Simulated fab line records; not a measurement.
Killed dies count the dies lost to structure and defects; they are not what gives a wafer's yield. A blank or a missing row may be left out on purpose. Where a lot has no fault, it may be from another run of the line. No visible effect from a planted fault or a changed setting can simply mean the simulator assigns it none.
Which tool did it? + flow berkeley-cmos170 + 21 wafers from 7 lots sampled at 2 of the route's 331 steps

## WHAT THE GAUGES READ, wafer by wafer
UCB170_V2_CD_MEAS_90 targets a cd of 700 nm.
| lot  | measured     | on        | cd-nm (nm)        |
|------|--------------|-----------|-------------------|
| L227 | day 9 01:24  | cd-sem-02 | 699.8 702.6 700.0 |
| L232 | day 10 04:15 | cd-sem-02 | 699.6 699.8 700.1 |
| L235 | day 10 12:15 | cd-sem-02 | 699.5 698.1 699.7 |
| L239 | day 11 07:29 | cd-sem-01 | 697.7 700.8 701.1 |
| L241 | day 11 22:31 | cd-sem-02 | 700.4 699.8 701.4 |
| L243 | day 12 05:11 | cd-sem-01 | 697.5 697.8 699.2 |
| L245 | day 12 09:00 | cd-sem-02 | 697.7 696.8 696.8 |

## WHICH TOOL RAN EACH LOT (tool, then ch and the chambers of the sampled wafers, then the start)
| lot  | UCB170_NWELL_HMDS_06             |
|------|----------------------------------|
| L227 | litho-track-04 ch 0, day 3 00:24 |
| L232 | litho-track-02 ch 0, day 4 07:31 |
| L235 | litho-track-04 ch 0, day 4 18:37 |
| L239 | litho-track-04 ch 0, day 5 12:58 |
| L241 | litho-track-04 ch 0, day 5 23:37 |
| L243 | litho-track-01 ch 0, day 6 10:29 |
| L245 | litho-track-01 ch 0, day 6 21:06 |
- UCB170_NWELL_HMDS_06: prime time 60 s.

## THE ANSWER, worked out from the rows above alone
Rule: the lots themselves supply what counts as usual. The widest of any qualifying gaps counts: lots, ordered by their means at a reading, are off when they make up no more than a third of the lots, leave a main group of 4 or more, and stand apart from it by 3 or more times the standard deviation of that group's means. A main group is skipped when, at the precision printed for the reading in the tables above, its means are all equal. Also off: a lot with no number at a reading for which 4 or more lots have one. Where the step has rows for the other lots, those lots are counted as sound.
No lot is off at any reading shown: from this, nothing can be told.

## WHAT HAD BEEN PUT IN BY THE SIMULATOR
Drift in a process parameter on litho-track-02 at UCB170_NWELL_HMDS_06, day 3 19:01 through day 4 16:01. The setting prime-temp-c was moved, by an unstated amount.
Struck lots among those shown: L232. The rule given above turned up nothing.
